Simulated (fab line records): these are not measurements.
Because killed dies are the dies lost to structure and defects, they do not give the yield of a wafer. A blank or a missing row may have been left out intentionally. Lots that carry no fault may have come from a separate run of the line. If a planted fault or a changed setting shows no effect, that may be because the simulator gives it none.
Comparing a struck lot with a sound one | flow rit_cmos | 18 steps out of a route of 202
Sound: wafers L365.1, L365.3, L365.4. Wafers struck: L377.2, L377.4, L377.6. At the end, the cause is stated.
At each step with rows: each side's tool, then ch and its chambers, then its first start. Under that, the readings that differ: sound wafers | struck wafers | difference of the means | sigmas: that difference in standard deviations of wafers without a fault.
alike: words and numbers the same on both sides, and readings whose means are apart by under 2 such deviations; not compared: readings that were withheld, readings missing a value for some wafer, numbers with overlapping values and no deviation given by the record, and bounds like >300 which may hide the same value.
The two part at a step that has a row with sigmas, a row that says differs or no value, or rows on one side only. Numbers that don't overlap but have no deviation are shown without sigmas and don't part them. Lack of a reading on every wafer of one side parts them only where that side has two or more wafers.

first, 1 step without rows for these wafers: RIT_GATE_HARDBAKE_18 (time 60 s).
RIT_GATE_ETCH_19: etches poly-Si in SF6/CHF3/O2, stops on SiO2, time 165 s, target depth 312.5 nm.
  sound on rie_si-02 ch 0,1,3, day 4 06:48; struck on rie_si-02 ch 1,2, day 6 18:39
  alike: drypump_motor_current_A, oes_product_au, throttle_valve_pct
  not compared: rf_hours_counter_h
RIT_GATE_STRIP_20: strips in O2, time 180 s.
  sound on plasma_asher-01 ch 0,1, day 4 06:55; struck on plasma_asher-03 ch 0,1, day 6 18:46
  alike: drypump_motor_current_A
  not compared: rf_hours_counter_h
RIT_GATE_CD_MEAS_90 targets a cd of 150 nm.
  sound on cd_sem-02 at day 4 07:05; struck on cd_sem-01 at day 6 18:58
  alike: cd_nm
then, 4 steps without rows for these wafers: RIT_REOX_CLEAN_00 (cleans in SC1, time 600 s); RIT_REOX_CLEAN_01 (cleans in dHF, time 30 s); RIT_REOX_CLEAN_02 (cleans in SC2, time 586.1 s); RIT_REOX_OXIDATION_03 (target thk 25.2 nm, ox time 5580 s).
RIT_REOX_THK_MEAS_04:
  sound on film_metro-04 at day 4 10:44; struck on film_metro-03 at day 7 00:06
  alike: REOX_OXIDE_THK
then, 3 steps without rows for these wafers: RIT_NLDD_HMDS_00 (prime time 60 s); RIT_NLDD_COAT_01 (resist thk 1000 nm); RIT_NLDD_SOFTBAKE_02 (time 60 s).
RIT_NLDD_EXPOSE_03: exposes mask M7, target cd 40700 nm.
  sound on iline_stepper-01 ch 0, day 4 11:22; struck on iline_stepper-01 ch 0, day 7 00:37
  reading                      | sound                   | struck               | difference | sigmas
  model.NLDD.overlay_x_nm (nm) | -0.5605 -0.5605 -0.5605 | -299.9 -299.9 -299.9 | -299.3     |
  alike: mask
then, 2 steps without rows for these wafers: RIT_NLDD_PEB_04; RIT_NLDD_DEVELOP_05 (develop time 50 s).
RIT_NLDD_OVL_MEAS_06:
  sound on overlay-01 at day 4 11:46; struck on overlay-01 at day 7 01:01
  reading       | sound       | struck               | difference | sigmas
  NLDD_OVL (nm) | 0.5 0.8 2.2 | -297.2 -298.8 -298.5 | -299.3     | -99 or more
then, 1 step without rows for these wafers: RIT_NLDD_HARDBAKE_07 (time 60 s).
RIT_M1_PROBE_99:
  sound on prober-01 at day 5 04:11; struck on prober-01 at day 7 17:05
  reading                        | sound           | struck          | difference | sigmas
  model.etest.nldd.width_nm (nm) | 3204 3193 3195  | 2954 2988 2967  | -228       |
  model.etest.nldd.line_ohm_um   | 111.7 116 116.6 | 139 137.8 137.5 | +23        |
  alike: killed_at_contacts, killed_at_front_end, killed_dies, killed_open, killed_short

WHERE THEY PART
Within this record, at RIT_NLDD_OVL_MEAS_06 only. Later steps at which nothing parts them and some readings are alike: RIT_M1_PROBE_99.

WHY: the cause the simulator had injected
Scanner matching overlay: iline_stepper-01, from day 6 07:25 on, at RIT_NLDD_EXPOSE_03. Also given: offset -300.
